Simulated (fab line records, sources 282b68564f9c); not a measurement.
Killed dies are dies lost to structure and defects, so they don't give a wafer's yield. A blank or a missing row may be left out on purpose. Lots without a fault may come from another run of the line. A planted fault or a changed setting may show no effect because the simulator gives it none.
fab line records | flow rit_cmos
record lots=6 wafers=18 last_day=7
route steps=202 shown NLDD@105 PLDD@114 M1@202
lots that met no fault: from a run of the same line without faults
start_h: hours from the record's first day to the start of the lot's first wafer shown | wait_h: hours since the lot's step before | " the same as in the row above | L1.1+2: a row that stands for several wafers | - no value, or no start given | * or withheld: withheld | < > ~ a bound
route shown NAME@n: a module of which the file shows steps, and the number in the route of the first | usual: mean/standard deviation of fault-free wafers | same: alike in all rows | chamber/n: place in a boat | sites: the reading at each site | _std_site: their standard deviation | _edge_site: outer sites' mean less inner sites' | radius_mm: how far each site lies from the wafer's centre | mask NAME#n: copy n | behind: the tool/chamber that last shaped the wafer | hold: why the lot was held/for how many hours/how that ended | device: the transistor (n, p or np) that didn't switch | end of line: the same wafers' tests at the end of the route | a step without rows: its recipe alone | killed: dies lost to structure and defects at the first sort, not the wafer's yield | map: a wafer's dies, x killed, . not, _ none there
set.NAME: the setting as run; set.NAME@STEP: as run at that earlier step | model.NAME: the simulator's own value behind a step, which no gauge read
lots at some steps of the route; a table a step, a row a wafer
services: from which hour (start_h, from the record's first day; less than 0 if before it) a tool's chamber was out of use, for how many hours, and why
## steps
# step RIT_NLDD_SOFTBAKE_02
# recipe resist=NOVOLAK temp_c=90 time_s=60
# step RIT_NLDD_EXPOSE_03
# recipe mask_id=M7 na=0.57 target_cd_nm=40700 dose_mj=250
# step RIT_NLDD_PEB_04
# recipe resist=NOVOLAK temp_c=withheld time_s=withheld
# step RIT_NLDD_DEVELOP_05
# recipe resist=NOVOLAK develop_time_s=50 dev_temp_c=23
# step RIT_NLDD_OVL_MEAS_06
# usual NLDD_OVL=0.2/1.6
# columns lot.wafer tool chamber start_h wait_h NLDD_OVL[nm]
L847.1 overlay-02 - 40.42 - 1.3
L847.3 " - " " 3.8
L847.6 " - " " 0.6
L851.2 overlay-01 - 60.93 - -1.2
L851.3 " - " " 0.5
L851.4 " - " " -0.9
L853.4 overlay-01 - 72.13 - 2.4
L853.5 " - " " 2.4
L853.6 " - " " -0.1
L858.1 overlay-02 - 98.47 - 0.2
L858.2 " - " " -0.9
L858.3 " - " " -0.9
L864.1 overlay-01 - 132.65 - 2.6
L864.2 " - " " 0.9
L864.6 " - " " 1.1
L866.2 overlay-01 - 146.77 - -2.5
L866.4 " - " " -1.7
L866.6 " - " " -1.9
# step RIT_NLDD_HARDBAKE_07
# recipe resist=NOVOLAK temp_c=140 time_s=60
# step RIT_NLDD_IMPLANT_08
# recipe species=P energy_kev=20 dose_cm2=5e+14 tilt_deg=7
# step RIT_NLDD_STRIP_09
# recipe chemistry=O2 time_s=180 resist=NOVOLAK platen_temp_c=withheld power_w=500 pressure_mtorr=4000 o2_flow_sccm=4000
# usual drypump_motor_current_A=5.6/0.33
# columns lot.wafer tool chamber start_h wait_h drypump_motor_current_A rf_hours_counter_h
L847.1 plasma_asher-01 1 40.76 0.1 5.5 38
L847.3 " 0 " " 5.5 -
L847.6 " 1 " " 5.5 -
L851.2 plasma_asher-02 0 61.26 0.1 5.5 43
L851.3 " 1 " " 5.1 -
L851.4 " 0 " " 5.5 -
L853.4 plasma_asher-03 0 72.50 0.1 6.2 -
L853.5 " 0 " " 6.1 -
L853.6 " 1 " " 5.8 -
L858.1 plasma_asher-01 1 98.81 0.1 5.5 44
L858.2 " 0 " " 5.5 44
L858.3 " 1 " " 5.4 -
L864.1 plasma_asher-01 0 132.98 0.1 5.5 2
L864.2 " 1 " " 5.5 2
L864.6 " 0 " " 5.4 -
L866.2 plasma_asher-03 0 147.10 0.1 6.2 37
L866.4 " 0 " " 6.2 -
L866.6 " 1 " " 5.7 -
# step RIT_NLDD_TW_MEAS_10
# usual NLDD_TW=2515/19
# columns lot.wafer tool chamber start_h wait_h NLDD_TW
L847.1 film_metro-02 - 40.94 0.1 2495
L847.3 " - " " 2490
L847.6 " - " " 2498
L851.2 film_metro-04 - 61.45 0.1 2524
L851.3 " - " " 2523
L851.4 " - " " 2520
L853.4 film_metro-04 - 72.65 0.1 2527
L853.5 " - " " 2524
L853.6 " - " " 2532
L858.1 film_metro-02 - 98.98 0.1 2497
L858.2 " - " " 2507
L858.3 " - " " 2494
L864.1 film_metro-04 - 133.16 0.1 2487
L864.2 " - " " 2508
L864.6 " - " " 2488
L866.2 film_metro-04 - 147.28 0.1 2512
L866.4 " - " " 2517
L866.6 " - " " 2536
# step RIT_PLDD_HMDS_00
# recipe prime_time_s=60 prime_temp_c=140
# step RIT_PLDD_COAT_01
# recipe resist=NOVOLAK spin_rpm=3250 resist_thk_nm=1000
# step RIT_PLDD_SOFTBAKE_02
# recipe resist=NOVOLAK temp_c=90 time_s=60
# step RIT_PLDD_EXPOSE_03
# recipe mask_id=M8 na=0.57 target_cd_nm=40900 dose_mj=250
# usual exposure_dose_mJ_cm2=250.01/0.28
# columns lot.wafer tool chamber start_h wait_h mask exposure_dose_mJ_cm2 model.PLDD.overlay_x_nm
L847.1 iline_stepper-01 0 41.47 0.1 M8#0 250.06 -0.6124
L847.3 " 0 " " M8#0 249.82 -0.6124
L847.6 " 0 " " M8#0 249.76 -0.6124
L851.2 iline_stepper-01 0 61.98 0.1 M8#0 249.83 0.6276
L851.3 " 0 " " M8#0 250.30 0.6276
L851.4 " 0 " " M8#0 249.94 0.6276
L853.4 iline_stepper-01 0 73.31 0.2 M8#0 250.27 -150.2
L853.5 " 0 " " M8#0 250.11 -150.2
L853.6 " 0 " " M8#0 249.87 -150.2
L858.1 iline_stepper-01 0 99.62 0.2 M8#0 250.35 -150.3
L858.2 " 0 " " M8#0 250.09 -150.3
L858.3 " 0 " " M8#0 250.44 -150.3
L864.1 iline_stepper-02 0 133.81 0.3 M8#0 249.88 -0.5349
L864.2 " 0 " " M8#0 250.38 -0.5349
L864.6 " 0 " " M8#0 250.15 -0.5349
L866.2 iline_stepper-02 0 147.93 0.2 M8#0 249.86 -0.08176
L866.4 " 0 " " M8#0 250.00 -0.08176
L866.6 " 0 " " M8#0 250.42 -0.08176
# step RIT_PLDD_PEB_04
# recipe resist=NOVOLAK temp_c=withheld time_s=withheld
# step RIT_PLDD_DEVELOP_05
# recipe resist=NOVOLAK develop_time_s=50 dev_temp_c=23
# step RIT_PLDD_OVL_MEAS_06
# usual PLDD_OVL=0.0/1.3
# columns lot.wafer tool chamber start_h wait_h hold PLDD_OVL[nm]
L847.1 overlay-02 - 41.90 - - 1.8
L847.3 " - " " - 1.3
L847.6 " - " " - 0.9
L851.2 overlay-02 - 62.37 - - 1.5
L851.3 " - " " - -0.5
L851.4 " - " " - 0.2
L853.4 overlay-02 - 73.67 - await_dispo/0.2h/release -149.5
L853.5 " - " " await_dispo/0.2h/release -150.4
L853.6 " - " " await_dispo/0.2h/release -148.3
L853.4 overlay-02 - 73.88 0.2 - -148.7
L853.5 " - " " - -150.2
L853.6 " - " " - -148.0
L858.1 overlay-02 - 100.02 - await_dispo/0.2h/release -149.8
L858.2 " - " " await_dispo/0.2h/release -149.5
L858.3 " - " " await_dispo/0.2h/release -148.0
L858.1 overlay-02 - 100.22 0.2 - -149.4
L858.2 " - " " - -149.2
L858.3 " - " " - -148.4
L864.1 overlay-02 - 134.31 - - -0.9
L864.2 " - " " - -1.5
L864.6 " - " " - -1.4
L866.2 overlay-01 - 148.31 - - -2.5
L866.4 " - " " - -1.2
L866.6 " - " " - 0.2
# step RIT_M1_PROBE_99
# usual defect_limited_yield=97.3/1.1 killed_at_contacts=0.1/0.31 killed_at_front_end=7.1/2.8 killed_dies=7.2/2.8 killed_open=3.5/2 killed_short=3.7/1.9 sort_bin_3_pad_short=0.1/0.22 sort_bin_5_function=1.6/0.77 sort_bin_6_memory=1.0/0.59 sort_n_pass=256.8/2.8 sort_yield_pct=97.3/1.1
# same gross_dies=264 killed_at_M0_to_M3=0 killed_at_M4_up=0 killed_at_back_side=0 killed_at_other=0
# columns lot.wafer tool chamber start_h wait_h defect_limited_yield[%] killed_at_contacts killed_at_front_end killed_dies killed_open killed_short sort_bin_3_pad_short[%] sort_bin_5_function[%] sort_bin_6_memory[%] sort_n_pass sort_yield_pct[%]
L847.1 prober-01 - 56.28 0.1 94.3 0 15 15 8 7 0 4.2 1.5 249.0 94.3
L847.3 prober-01 - 56.38 0.2 97.7 0 6 6 4 2 0 0.8 1.5 258.0 97.7
L847.6 prober-01 - 56.53 0.2 98.1 0 5 5 0 5 0.8 0.4 0.8 259.0 98.1
L851.2 prober-01 - 76.54 0.1 97.0 0 8 8 3 5 0 1.9 1.1 256.0 97.0
L851.3 prober-01 - 76.59 0.2 97.0 0 8 8 6 2 0 2.3 0.8 256.0 97.0
L851.4 prober-01 - 76.64 0.2 97.0 0 8 8 4 4 0 1.5 1.5 256.0 97.0
L864.1 prober-02 - 149.00 0.1 98.5 1 3 4 4 0 0 1.1 0.4 260.0 98.5
L864.2 prober-02 - 149.05 0.1 97.7 0 6 6 5 1 0 1.9 0.4 258.0 97.7
L864.6 prober-02 - 149.25 0.2 97.7 0 6 6 0 6 0 1.5 0.8 258.0 97.7
L866.2 prober-02 - 163.72 0.1 97.0 0 8 8 4 4 0 1.1 1.9 256.0 97.0
L866.4 prober-02 - 163.82 0.2 98.1 0 5 5 3 2 0 0.8 1.1 259.0 98.1
L866.6 prober-02 - 163.92 0.2 95.5 0 12 12 6 6 0 3.4 1.1 252.0 95.5
# killed by level:class
L847.1 SILICIDE:geometric_particle:open=4 GATE:geometric_particle:short=3 GATE:geometric_particle:open=2 SILICIDE:geometric_particle:short=2 FOX1:geometric_particle:short=1 REOX:geometric_particle:open=1 SPACER:geometric_particle:short=1 SPACER:geometric_particle:open=1
L847.3 FOX1:geometric_particle:short=2 SPACER:geometric_particle:open=2 FOX1:geometric_particle:open=1 GATE:geometric_particle:open=1
L847.6 SPACER:geometric_particle:short=3 FOX2:geometric_particle:short=1 SILICIDE:geometric_particle:short=1
L851.2 FOX2:geometric_particle:open=2 GATE:geometric_particle:short=2 REOX:geometric_particle:short=2 FOX2:geometric_particle:short=1 SPACER:geometric_particle:open=1
L851.3 FOX1:geometric_particle:open=2 GATE:geometric_particle:open=2 FOX1:geometric_particle:short=1 FOX2:geometric_particle:short=1 SPACER:geometric_particle:open=1 SILICIDE:geometric_particle:open=1
L851.4 FOX1:geometric_particle:open=2 FOX1:geometric_particle:short=2 GATE:geometric_particle:short=1 REOX:geometric_particle:open=1 SPACER:geometric_particle:open=1 SILICIDE:geometric_particle:short=1
L864.1 GATE:geometric_particle:open=3 CONTACT:geometric_particle:open=1
L864.2 SPACER:geometric_particle:open=2 FOX1:geometric_particle:open=1 FOX2:geometric_particle:open=1 GATE:geometric_particle:short=1 REOX:geometric_particle:open=1
L864.6 FOX1:geometric_particle:short=2 SPACER:geometric_particle:short=2 GATE:geometric_particle:short=1 REOX:geometric_particle:short=1
L866.2 SPACER:geometric_particle:short=3 GATE:geometric_particle:open=2 FOX2:geometric_particle:short=1 REOX:geometric_particle:open=1 SPACER:geometric_particle:open=1
L866.4 FOX1:geometric_particle:short=1 FOX2:geometric_particle:open=1 GATE:geometric_particle:open=1 REOX:geometric_particle:short=1 SPACER:geometric_particle:open=1
L866.6 FOX2:geometric_particle:short=2 GATE:geometric_particle:open=2 GATE:geometric_particle:short=2 REOX:geometric_particle:open=2 SPACER:geometric_particle:short=2 SPACER:geometric_particle:open=2
## services
# columns tool chamber start_h hours kind
iline_stepper-02 - 27.27 4.4 pm
iline_stepper-01 0 43.46 - calibration
plasma_asher-01 - 87.05 0.5 repair
plasma_asher-01 - 108.75 9.0 pm
plasma_asher-01 0 108.75 9.0 vent_cycle
plasma_asher-01 1 108.75 9.0 vent_cycle
plasma_asher-01 0 117.75 - clean
plasma_asher-01 1 117.75 - clean
plasma_asher-02 - 119.68 1.4 repair
iline_stepper-01 - 135.48 1.7 pm
iline_stepper-02 - 144.76 1.7 pm
## key
first_sign step=RIT_PLDD_OVL_MEAS_06 reading=visit direction=added
effect step=RIT_PLDD_OVL_MEAS_06 reading=PLDD_OVL direction=down sigmas=99+ usual=0.0 struck=-149.3
model_effect step=RIT_PLDD_EXPOSE_03 value=PLDD.overlay_x_nm without=-0.2122 struck=-150.2
met_at RIT_PLDD_EXPOSE_03
struck_wafers L853.4,L853.5,L853.6,L858.1,L858.2,L858.3
scrapped_behind RIT_PLDD_OVL_MEAS_06 L853.4,L853.5,L853.6,L858.1,L858.2,L858.3
onset_between 61.98 73.31
fault kind=scanner_matching_overlay tool=iline_stepper-01 chamber=- onset_h=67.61 steps=RIT_PLDD_EXPOSE_03 offset=-150
